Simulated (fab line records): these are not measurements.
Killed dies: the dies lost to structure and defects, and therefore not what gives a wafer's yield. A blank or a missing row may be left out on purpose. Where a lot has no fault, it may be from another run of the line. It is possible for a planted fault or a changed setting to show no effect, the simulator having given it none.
fab line records	flow berkeley_cmos170
[record] lots = 6	wafers = 18	last_day = 11
route steps=331 shown BACKSIDE@203 SDANNEAL@204 PSD@206 NSD@207 PLDD@208 NLDD@209 SILICIDE@210
lots that met no fault: from a run of the same line without faults
start_h: start of the lot's first displayed wafer, in hours after the record's first day	wait_h: how many hours have passed since the lot's step before this one	" identical to the entry in the row above	L1.1+2: one row covering several wafers at once	- either no value or no given start	* or withheld: withheld	< > ~ a bound
route shown NAME@n: a module of which the file shows steps, and the number in the route of the first	usual: mean/standard deviation of fault-free wafers	same: alike in all rows	chamber/n: place in a boat	sites: per-site readings	_std_site: the values' standard deviation	_edge_site: the outer-site mean with the inner-site mean subtracted	radius_mm: how far each site lies from the wafer's centre	mask NAME#n: copy n	behind: the last tool/chamber to shape the wafer	hold: reason for holding the lot/hours on hold/outcome of the hold	device: transistor that didn't switch, given as n, p or np	end of line: tests of these same wafers at the route's end	step lacking rows: just its recipe	killed: not the wafer's yield, but the dies lost to structure and defects at the first sort	map: shows each die of a wafer: x if killed, . if not, _ if none is there
set.NAME: the setting the step ran with; set.NAME@STEP: the setting that earlier step ran with	model.NAME: the simulator's own value behind a step, which no gauge read
certain route steps with their lots: each step a table, each wafer a row
services: when a tool's chamber went out of use (start_h, in hours from the record's first day, below 0 if earlier), for how many hours, and the reason
[[steps]]
[step UCB170_BACKSIDE_CLEAN_04]
[recipe] chemistry = SPM	temp_c = 120	time_s = 600
[step UCB170_SDANNEAL_RTA_00]
[recipe] temp_c = 900	time_s = 10	ambient = N2
[usual] lamp_power_pct = 23.5/2	wafer_temp_C_max = 903.8/0.83
lot.wafer	tool	chamber	start_h	wait_h	lamp_power_pct	wafer_temp_C_max
L459.2	rtp_anneal-01	0	164.62	0.0	21.8	904.2
L459.5	"	0	"	"	21.8	904.1
L459.6	"	0	"	"	21.8	903.5
L465.2	rtp_anneal-01	0	205.46	0.0	21.8	903.4
L465.5	"	0	"	"	21.8	904.5
L465.6	"	0	"	"	21.8	903.3
L468.2	rtp_anneal-02	0	219.42	0.0	25.8	903.7
L468.3	"	0	"	"	25.8	903.5
L468.6	"	0	"	"	25.8	902.9
L471.3	rtp_anneal-01	0	221.37	0.0	21.8	903.2
L471.5	"	0	"	"	21.8	903.3
L471.6	"	0	"	"	21.8	903.8
L473.1	rtp_anneal-02	0	240.85	0.0	25.8	904.7
L473.2	"	0	"	"	25.8	903.1
L473.3	"	0	"	"	25.9	903.5
L477.2	rtp_anneal-02	0	248.95	0.0	25.8	905.7
L477.4	"	0	"	"	25.8	906.4
L477.5	"	0	"	"	25.8	904.2
[step UCB170_SDANNEAL_RTA_01]
[recipe] temp_c = 1050	time_s = 5	ambient = N2
[usual] lamp_power_pct = 36/3.1	wafer_temp_C_max = 1054.4/0.84
lot.wafer	tool	chamber	start_h	wait_h	lamp_power_pct	wafer_temp_C_max
L459.2	rtp_anneal-01	0	164.68	0.1	34	1056.4
L459.5	"	0	"	"	34	1054.4
L459.6	"	0	"	"	34	1055.0
L465.2	rtp_anneal-01	0	205.52	0.1	34	1055.5
L465.5	"	0	"	"	34	1055.1
L465.6	"	0	"	"	34	1054.7
L468.2	rtp_anneal-02	0	219.49	0.1	40	1053.6
L468.3	"	0	"	"	40	1054.9
L468.6	"	0	"	"	40	1055.1
L471.3	rtp_anneal-01	0	221.43	0.1	34	1054.0
L471.5	"	0	"	"	34	1053.7
L471.6	"	0	"	"	34	1054.0
L473.1	rtp_anneal-02	0	240.91	0.1	40	1053.3
L473.2	"	0	"	"	40	1054.1
L473.3	"	0	"	"	40	1053.8
L477.2	rtp_anneal-02	0	249.02	0.1	40	1055.3
L477.4	"	0	"	"	40	1053.2
L477.5	"	0	"	"	40	1053.0
[step UCB170_SDANNEAL_RS_MEAS_02]
[recipe] thk_meas_gauge = four-point-probe
[usual] PSD_RS = 75.6/0.36
lot.wafer	tool	chamber	start_h	wait_h	PSD_RS[ohm/sq]
L459.2	film_metro-01	-	164.75	0.1	75.4
L459.5	"	-	"	"	74.9
L459.6	"	-	"	"	75.2
L465.2	film_metro-04	-	205.59	0.1	75.7
L465.5	"	-	"	"	75.5
L465.6	"	-	"	"	75.4
L468.2	film_metro-01	-	219.56	0.1	75.1
L468.3	"	-	"	"	75.4
L468.6	"	-	"	"	75.3
L471.3	film_metro-02	-	221.51	0.1	75.8
L471.5	"	-	"	"	75.7
L471.6	"	-	"	"	75.7
L473.1	film_metro-04	-	240.97	0.0	75.9
L473.2	"	-	"	"	76.1
L473.3	"	-	"	"	75.9
L477.2	film_metro-01	-	249.09	0.1	75.3
L477.4	"	-	"	"	75.2
L477.5	"	-	"	"	75.1
[step UCB170_SDANNEAL_RS_MEAS_03]
[recipe] thk_meas_gauge = four-point-probe
[usual] NSD_RS = 37.30/0.082
lot.wafer	tool	chamber	start_h	wait_h	NSD_RS[ohm/sq]
L459.2	film_metro-01	-	164.87	0.1	37.24
L459.5	"	-	"	"	37.29
L459.6	"	-	"	"	37.27
L465.2	film_metro-04	-	205.71	0.1	37.20
L465.5	"	-	"	"	37.36
L465.6	"	-	"	"	37.29
L468.2	film_metro-01	-	219.68	0.1	37.14
L468.3	"	-	"	"	37.24
L468.6	"	-	"	"	37.18
L471.3	film_metro-02	-	221.63	0.1	37.30
L471.5	"	-	"	"	37.41
L471.6	"	-	"	"	37.34
L473.1	film_metro-04	-	241.09	0.1	37.35
L473.2	"	-	"	"	37.48
L473.3	"	-	"	"	37.47
L477.2	film_metro-01	-	249.21	0.1	37.36
L477.4	"	-	"	"	37.30
L477.5	"	-	"	"	37.39
[step UCB170_SDANNEAL_RS_MEAS_04]
[recipe] thk_meas_gauge = four-point-probe
[usual] PLDD_RS = 1031.1/2.7
lot.wafer	tool	chamber	start_h	wait_h	PLDD_RS[ohm/sq]
L459.2	film_metro-01	-	164.99	0.1	1030.2
L459.5	"	-	"	"	1031.5
L459.6	"	-	"	"	1030.9
L465.2	film_metro-04	-	205.83	0.1	1028.8
L465.5	"	-	"	"	1027.6
L465.6	"	-	"	"	1027.0
L468.2	film_metro-01	-	219.80	0.1	1032.6
L468.3	"	-	"	"	1034.8
L468.6	"	-	"	"	1033.3
L471.3	film_metro-02	-	221.75	0.1	1028.3
L471.5	"	-	"	"	1028.5
L471.6	"	-	"	"	1024.8
L473.1	film_metro-04	-	241.21	0.1	1032.1
L473.2	"	-	"	"	1032.0
L473.3	"	-	"	"	1032.3
L477.2	film_metro-01	-	249.33	0.1	1027.6
L477.4	"	-	"	"	1033.4
L477.5	"	-	"	"	1031.9
[step UCB170_SDANNEAL_RS_MEAS_05]
[recipe] thk_meas_gauge = four-point-probe
[usual] NLDD_RS = 616.5/1.4
lot.wafer	tool	chamber	start_h	wait_h	NLDD_RS[ohm/sq]
L459.2	film_metro-01	-	165.11	0.1	616.1
L459.5	"	-	"	"	616.8
L459.6	"	-	"	"	617.9
L465.2	film_metro-04	-	205.95	0.1	619.2
L465.5	"	-	"	"	615.7
L465.6	"	-	"	"	619.7
L468.2	film_metro-01	-	219.92	0.1	616.5
L468.3	"	-	"	"	616.3
L468.6	"	-	"	"	616.6
L471.3	film_metro-02	-	221.87	0.1	618.5
L471.5	"	-	"	"	618.1
L471.6	"	-	"	"	617.8
L473.1	film_metro-04	-	241.33	0.1	618.1
L473.2	"	-	"	"	616.1
L473.3	"	-	"	"	619.3
L477.2	film_metro-01	-	249.45	0.1	619.8
L477.4	"	-	"	"	618.9
L477.5	"	-	"	"	619.1
[step UCB170_SILICIDE_PRE_CLEAN_00]
[recipe] gas = Ar	preclean_etch_time_s = 60
[step UCB170_SILICIDE_SPUTTER_01]
[recipe] material = Ti	target_thk_nm = 30	time_s = 25	power_w = 1500	chamber_pressure_pa = 0.5
[usual] throttle_valve_pct = 30.0/1.1
lot.wafer	tool	chamber	start_h	wait_h	throttle_valve_pct
L459.2	pvd_sputter-04	-	165.28	0.0	29.9
L459.5	"	-	"	"	28.8
L459.6	"	-	"	"	30.0
L465.2	pvd_sputter-04	-	206.12	0.0	28.7
L465.5	"	-	"	"	29.7
L465.6	"	-	"	"	28.7
L468.2	pvd_sputter-02	-	220.08	0.0	31.1
L468.3	"	-	"	"	28.8
L468.6	"	-	"	"	31.2
L471.3	pvd_sputter-02	-	222.02	0.0	28.9
L471.5	"	-	"	"	29.2
L471.6	"	-	"	"	32.4
L473.1	pvd_sputter-02	-	241.52	0.0	32.0
L473.2	"	-	"	"	29.2
L473.3	"	-	"	"	31.4
L477.2	pvd_sputter-04	-	249.61	0.0	30.2
L477.4	"	-	"	"	29.9
L477.5	"	-	"	"	30.8
[step UCB170_SILICIDE_RS_MEAS_02]
[recipe] thk_meas_gauge = four-point-probe	reads = Ti_of_SILICIDE_SPUTTER_01
[usual] SILICIDE_TI_RS = 26.0/0.34
lot.wafer	tool	chamber	start_h	wait_h	SILICIDE_TI_RS[ohm/sq]
L459.2	film_metro-04	-	165.33	0.0	26.4
L459.5	"	-	"	"	26.2
L459.6	"	-	"	"	26.3
L465.2	film_metro-01	-	206.17	0.0	26.3
L465.5	"	-	"	"	26.4
L465.6	"	-	"	"	26.2
L468.2	film_metro-01	-	220.18	0.1	26.5
L468.3	"	-	"	"	25.7
L468.6	"	-	"	"	26.3
L471.3	film_metro-03	-	222.09	0.1	26.1
L471.5	"	-	"	"	26.5
L471.6	"	-	"	"	25.9
L473.1	film_metro-01	-	241.55	0.0	25.8
L473.2	"	-	"	"	26.4
L473.3	"	-	"	"	26.7
L477.2	film_metro-03	-	249.66	0.0	25.8
L477.4	"	-	"	"	25.9
L477.5	"	-	"	"	26.0
[step UCB170_SILICIDE_THK_MEAS_03]
[recipe] thk_meas_gauge = xrf	reads = Ti_of_SILICIDE_SPUTTER_01
[usual] SILICIDE_TI_THK = 30.0/0.36
lot.wafer	tool	chamber	start_h	wait_h	SILICIDE_TI_THK[nm]
L459.2	film_metro-04	-	165.44	0.1	29.3
L459.5	"	-	"	"	29.7
L459.6	"	-	"	"	29.5
L465.2	film_metro-01	-	206.28	0.1	29.8
L465.5	"	-	"	"	29.8
L465.6	"	-	"	"	29.9
L468.2	film_metro-01	-	220.29	0.1	29.7
L468.3	"	-	"	"	30.5
L468.6	"	-	"	"	29.9
L471.3	film_metro-03	-	222.19	0.1	30.1
L471.5	"	-	"	"	29.7
L471.6	"	-	"	"	30.1
L473.1	film_metro-01	-	241.67	0.1	30.0
L473.2	"	-	"	"	29.4
L473.3	"	-	"	"	29.2
L477.2	film_metro-03	-	249.77	0.1	30.3
L477.4	"	-	"	"	30.2
L477.5	"	-	"	"	30.1
[step UCB170_SILICIDE_RTA_04]
[recipe] temp_c = 650	time_s = 15	ambient = N2
[usual] lamp_power_pct = 10.2/0.86	wafer_temp_C_max = 652.7/0.53
lot.wafer	tool	chamber	start_h	wait_h	lamp_power_pct	wafer_temp_C_max
L459.2	rtp_anneal-01	0	165.50	0.1	9.3	652.2
L459.5	"	0	"	"	9.3	652.3
L459.6	"	0	"	"	9.4	653.0
L465.2	rtp_anneal-02	0	206.34	0.1	11.1	652.4
L465.5	"	0	"	"	11.1	652.1
L465.6	"	0	"	"	11.1	652.3
L468.2	rtp_anneal-02	0	220.36	0.1	11.1	652.8
L468.3	"	0	"	"	11.1	652.7
L468.6	"	0	"	"	11.1	653.5
L471.3	rtp_anneal-01	0	222.25	0.1	9.3	652.9
L471.5	"	0	"	"	9.3	653.2
L471.6	"	0	"	"	9.3	652.2
L473.1	rtp_anneal-02	0	241.73	0.1	11.1	653.4
L473.2	"	0	"	"	11.1	653.0
L473.3	"	0	"	"	11.1	652.2
L477.2	rtp_anneal-02	0	249.84	0.1	11.1	653.2
L477.4	"	0	"	"	11.1	652.7
L477.5	"	0	"	"	11.1	651.6
[step UCB170_SILICIDE_WET_ETCH_05]
[recipe] chemistry = SPM	time_s = 45	temp_c = 120	target = Ti
[usual] bath_guard_temp_C = 120.2/0.42	bath_heat_duty_pct = 13.3/1.5
lot.wafer	tool	chamber	start_h	wait_h	bath_guard_temp_C	bath_heat_duty_pct
L459.2	wet_bench-02	1	165.56	0.1	119.7	11.5
L459.5	"	1	"	"	119.6	12.3
L459.6	"	1	"	"	119.6	12.4
L465.2	wet_bench-02	3	206.40	0.1	120.7	14.6
L465.5	"	3	"	"	120.5	15.6
L465.6	"	3	"	"	121.0	15.0
L468.2	wet_bench-02	0	220.57	0.2	-	-
L468.3	"	0	"	"	-	-
L468.6	"	0	"	"	-	-
L471.3	wet_bench-01	2	222.30	0.0	-	-
L471.5	"	2	"	"	-	-
L471.6	"	2	"	"	-	-
L473.1	wet_bench-02	1	241.80	0.1	119.8	12.7
L473.2	"	1	"	"	119.8	13.0
L473.3	"	1	"	"	120.0	12.4
L477.2	wet_bench-02	2	249.90	0.1	120.2	13.4
L477.4	"	2	"	"	120.1	13.2
L477.5	"	2	"	"	120.2	13.1
[[services]]
tool	chamber	start_h	hours	kind
rtp_anneal-01	-	162.81	1.1	pm
rtp_anneal-02	-	169.73	7.2	pm
pvd_sputter-02	-	177.68	5.1	repair
pvd_sputter-02	-	199.21	0.7	repair
rtp_anneal-01	-	209.44	3.4	pm
[[key]]
[first_sign] step = UCB170_SILICIDE_WET_ETCH_05	reading = tool_record	direction = missing
effect none on later readings
met_at UCB170_SILICIDE_WET_ETCH_05
struck_wafers L468.2,L468.3,L468.6,L471.3,L471.5,L471.6
later_rows_left_out L468.2,L468.3,L468.6,L471.3,L471.5,L471.6
sort_left_out L468.2,L468.3,L468.6,L471.3,L471.5,L471.6
tester_left_out L468,L471
onset_between 206.40 220.57
[fault] kind = skipped_step_whole	tool = wet_bench-01,wet_bench-02	chamber = -	onset_h = 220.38	steps = UCB170_SILICIDE_WET_ETCH_05	scope = struck_lots_only
// tester_left_out: of these lots the tester's yield and bins aren't shown, on N5 and GAA mostly nor the transistor test; their killed dies are dies lost to structure and defects alone, not to doping, threshold or leakage, so they don't give the yield
// sort_left_out: the simulated sort isn't trusted on such a fault, so these wafers' sort isn't shown, and their yield isn't known
// later_rows_left_out: the simulator's readings of these wafers behind a module that went badly wrong aren't trusted and aren't shown, but for the sort
